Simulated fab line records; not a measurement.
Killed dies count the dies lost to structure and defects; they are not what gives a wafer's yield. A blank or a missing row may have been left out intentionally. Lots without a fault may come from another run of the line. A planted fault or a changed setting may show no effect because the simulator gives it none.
Matching of chambers :: flow berkeley_cmos170 :: UCB170_SPACER_CVD_00 on pecvd-04 has 3 sister chambers
The step deposits SiO2 from TEOS/O2, target thk 376 nm, time 47 s. 16 wafers are shown with their chamber, then 8 later ones without.

## EACH WAFER AND ITS CHAMBER
wafer: L083.1
chamber: 2
heater_power_w (W): 227

wafer: L083.2
chamber: 0
heater_power_w (W): 243

wafer: L083.3
chamber: 1
heater_power_w (W): 221

wafer: L083.4
chamber: 2
heater_power_w (W): 239

wafer: L083.5
chamber: 0
heater_power_w (W): 261

wafer: L083.6
chamber: 1
heater_power_w (W): 233

wafer: L084.1
chamber: 1
heater_power_w (W): 269

wafer: L084.2
chamber: 0
heater_power_w (W): 261

wafer: L084.3
chamber: 2
heater_power_w (W): 233

wafer: L084.4
chamber: 1
heater_power_w (W): 190

wafer: L084.5
chamber: 0
heater_power_w (W): 274

wafer: L084.6
chamber: 2
heater_power_w (W): 234

wafer: L090.1
chamber: 1
heater_power_w (W): 204

wafer: L090.2
chamber: 0
heater_power_w (W): 283

wafer: L090.3
chamber: 2
heater_power_w (W): 262

wafer: L090.4
chamber: 1
heater_power_w (W): 218

SIGNATURES (averages over the wafers above)
reading: heater_power_w
chamber 0: 264.40
chamber 1: 222.50
chamber 2: 239.00
scatter within a chamber: 20.3
Rule: distance of a wafer from a chamber = root of the sum over the readings of ((wafer's reading minus chamber's mean) / reading's scatter) squared. If the next closest chamber is less than 2 further off than the closest, the wafer can't be placed; otherwise it belongs to the closest. The scatter is the square root of a quotient: the sum, over the shown wafers, of each reading's squared deviation from its chamber's mean, divided by wafers minus chambers.

## WAFERS MISSING THEIR CHAMBER
wafer: L090.5
heater_power_w (W): 264

wafer: L090.6
heater_power_w (W): 286

wafer: L091.1
heater_power_w (W): 283

wafer: L091.2
heater_power_w (W): 247

wafer: L091.3
heater_power_w (W): 213

wafer: L091.4
heater_power_w (W): 228

wafer: L091.5
heater_power_w (W): 256

wafer: L091.6
heater_power_w (W): 199

## THE CHAMBER EACH PASSED THROUGH
wafer: L090.5
from the rows above: can't be placed: 0 or 2
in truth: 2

wafer: L090.6
from the rows above: can't be placed: 0 or 2
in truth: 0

wafer: L091.1
from the rows above: can't be placed: 0 or 2
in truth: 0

wafer: L091.2
from the rows above: can't be placed: 2 or 0 or 1
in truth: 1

wafer: L091.3
from the rows above: can't be placed: 1 or 2
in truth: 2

wafer: L091.4
from the rows above: can't be placed: 1 or 2 or 0
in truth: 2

wafer: L091.5
from the rows above: can't be placed: 0 or 2 or 1
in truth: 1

wafer: L091.6
from the rows above: can't be placed: 1 or 2
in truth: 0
Placed correctly: 0 of 8. Not placeable from these rows: 8 (in 7, the candidates include the true chamber). Wrongly placed: 0.
